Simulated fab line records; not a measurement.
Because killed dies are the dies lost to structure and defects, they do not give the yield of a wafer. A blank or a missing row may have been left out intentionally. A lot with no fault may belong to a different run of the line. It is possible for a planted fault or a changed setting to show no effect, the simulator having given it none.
Which tool did it? ; flow rit-cmos ; 15 lots with 45 wafers sampled at 4 steps, on a route of 202 steps

## WHAT THE GAUGES READ, wafer by wafer
RIT_PLDD_TW_MEAS_10.
lot;measured;on;PLDD_TW
L804;day 2 23:53;film-metro-03;2364 2368 2352
L805;day 3 10:37;film-metro-02;2344 2339 2350
L806;day 3 14:14;film-metro-03;2371 2375 2384
L807;day 3 17:07;film-metro-02;2345 2331 2343
L808;day 3 23:34;film-metro-03;2381 2381 2392
L809;day 4 03:07;film-metro-01;2299 2319 2320
L810;day 4 08:36;film-metro-01;2358 2344 2343
L811;day 4 14:54;film-metro-02;2287 2290 2293
L812;day 4 21:47;film-metro-01;2304 2307 2322
L820;day 6 03:53;film-metro-01;2333 2336 2331
L821;day 6 13:47;film-metro-03;2395 2390 2374
L822;day 6 20:00;film-metro-01;2340 2343 2339
L823;day 7 00:01;film-metro-03;2355 2358 2361
L825;day 7 10:49;film-metro-02;2335 2337 2326
L827;day 7 15:23;film-metro-03;2351 2362 2362

RIT_SDANNEAL_RS_MEAS_06: uses a four-point probe to measure.
lot;measured;on;PLDD_RS (ohm/sq)
L804;day 3 06:35;film-metro-03;178.5 178.7 179.4
L805;day 3 17:08;film-metro-01;179.5 180.0 179.1
L806;day 3 20:38;film-metro-02;179.8 179.2 179.4
L807;day 3 23:31;film-metro-02;178.9 178.8 178.8
L808;day 4 06:20;film-metro-02;178.7 179.2 178.4
L809;day 4 09:24;film-metro-03;185.4 186.0 185.6 185.8 186.1 185.7
L810;day 4 15:22;film-metro-01;179.3 179.9 179.5
L811;day 4 21:25;film-metro-03;186.1 185.7 185.7 186.5 186.1 185.5
L812;day 5 04:08;film-metro-02;185.8 185.4 184.9 185.2 185.2 185.1
L820;day 6 11:28;film-metro-01;179.3 179.7 179.8
L821;day 6 20:34;film-metro-03;178.8 178.3 178.6
L822;day 7 02:58;film-metro-02;178.3 179.1 178.7
L823;day 7 06:26;film-metro-03;178.5 178.3 178.3
L825;day 7 17:16;film-metro-01;178.9 179.3 179.2
L827;day 7 22:31;film-metro-02;179.2 179.2 178.9

RIT_SDANNEAL_RS_MEAS_07: uses a four-point probe to measure.
lot;measured;on;NLDD_RS (ohm/sq)
L804;day 3 06:43;film-metro-03;151.7 151.8 151.7
L805;day 3 17:15;film-metro-01;151.4 151.4 150.9
L806;day 3 20:46;film-metro-02;152.3 152.1 151.8
L807;day 3 23:38;film-metro-02;152.7 151.6 152.2
L808;day 4 06:27;film-metro-02;151.6 151.6 151.7
L809;day 4 12:58;film-metro-03;151.4 151.5 151.2
L810;day 4 15:29;film-metro-01;152.5 152.0 152.0
L811;day 5 00:08;film-metro-03;151.9 152.1 152.8
L812;day 5 08:52;film-metro-02;152.1 152.6 152.3
L820;day 6 11:35;film-metro-01;151.5 152.2 151.2
L821;day 6 20:41;film-metro-03;152.2 152.8 152.3
L822;day 7 03:05;film-metro-02;151.5 151.3 150.8
L823;day 7 06:34;film-metro-03;151.2 151.5 151.1
L825;day 7 17:23;film-metro-01;152.6 152.6 152.0
L827;day 7 22:38;film-metro-02;151.2 151.6 151.1

## WHICH TOOL RAN EACH LOT (tool, then ch and the chambers of the sampled wafers, then the start)
lot;RIT_PLDD_IMPLANT_08
L804;implanter-02 ch 0, day 2 23:34
L805;implanter-04 ch 0, day 3 10:17
L806;implanter-04 ch 0, day 3 13:55
L807;implanter-03 ch 0, day 3 16:48
L808;implanter-04 ch 0, day 3 23:16
L809;implanter-04 ch 0, day 4 02:43
L810;implanter-02 ch 0, day 4 08:17
L811;implanter-04 ch 0, day 4 14:35
L812;implanter-04 ch 0, day 4 21:29
L820;implanter-02 ch 0, day 6 03:35
L821;implanter-02 ch 0, day 6 13:29
L822;implanter-03 ch 0, day 6 19:41
L823;implanter-02 ch 0, day 6 23:41
L825;implanter-02 ch 0, day 7 10:29
L827;implanter-02 ch 0, day 7 15:02
- RIT_PLDD_IMPLANT_08

## WHAT THE TOOLS THEMSELVES READ (means of the sampled wafers that have a number; where no wafer has one, the mark that the record gives instead)
RIT_PLDD_IMPLANT_08.
lot;tool;dose-ions-cm2;faraday-current-uA;tilt-deg (degrees)
L804;implanter-02;9e+14;2834;6.996
L805;implanter-04;9e+14;2837;7.020
L806;implanter-04;9e+14;2809;7.030
L807;implanter-03;9e+14;2864;6.997
L808;implanter-04;9e+14;2867;7.014
L809;implanter-04;8e+14;2644;6.998
L810;implanter-02;9e+14;2805;6.992
L811;implanter-04;8e+14;2613;6.993
L812;implanter-04;8e+14;2678;7.021
L820;implanter-02;9e+14;2803;6.984
L821;implanter-02;9e+14;2815;6.968
L822;implanter-03;9e+14;2811;6.993
L823;implanter-02;9e+14;2885;6.972
L825;implanter-02;9e+14;2787;6.986
L827;implanter-02;9e+14;2849;7.005

## THE ANSWER, worked out from the rows above alone
Rule: the lots themselves supply what counts as usual. Put in order of their means at a reading, lots are off if they are a third of the lots or fewer, leave a main group of 4 or more, and stand apart from it by a gap of 3 or more times the standard deviation of the main group's means; of several such gaps the widest counts. A main group is skipped when, at the precision printed for the reading in the tables above, its means are all equal. A lot without any number at a reading at which 4 lots or more have one is off too. Where the step has rows for the other lots, those lots are counted as sound. Order of review: gauges by route order, followed by the tools' own readings, for which a lot's mean as printed above is used. At the first step where some lot is off, the reading lying furthest off is the one used; lots without a number count as furthest.
Off: at RIT_SDANNEAL_RS_MEAS_06 (PLDD_RS), L809, L811, L812. Mean 179.0 ohm/sq and standard deviation 0.41 in the main group.
A tool fits if, at a process step before that reading, it ran every lot that is off, and no sound lot after the first of them. The gauges at RIT_SDANNEAL_RS_MEAS_06 aren't tried: what is off there is off at RIT_PLDD_IMPLANT_08 too, on other tools, and a gauge's error can't cause that. One candidate fits, namely implanter-04 at RIT_PLDD_IMPLANT_08. A fault onset in the window from L808 (day 3 23:16, its last sound lot) to L809 (day 4 02:43, its first lot off) fits.
The tool's own readings at RIT_PLDD_IMPLANT_08 bear it out: on the lots that are off they differ by more than 5 times the standard deviation of the sound lots' means. dose-ions-cm2 reads 8e+14 there against 9e+14 on the sound lots; faraday-current-uA reads 2645 there against 2830 on the sound lots.

## WHAT THE SIMULATOR HAD PUT IN
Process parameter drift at RIT_PLDD_IMPLANT_08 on implanter-04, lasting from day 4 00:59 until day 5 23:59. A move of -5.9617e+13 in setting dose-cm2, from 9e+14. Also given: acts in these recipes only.
Struck lots among those shown: L809, L811, L812. The rule above found the same.
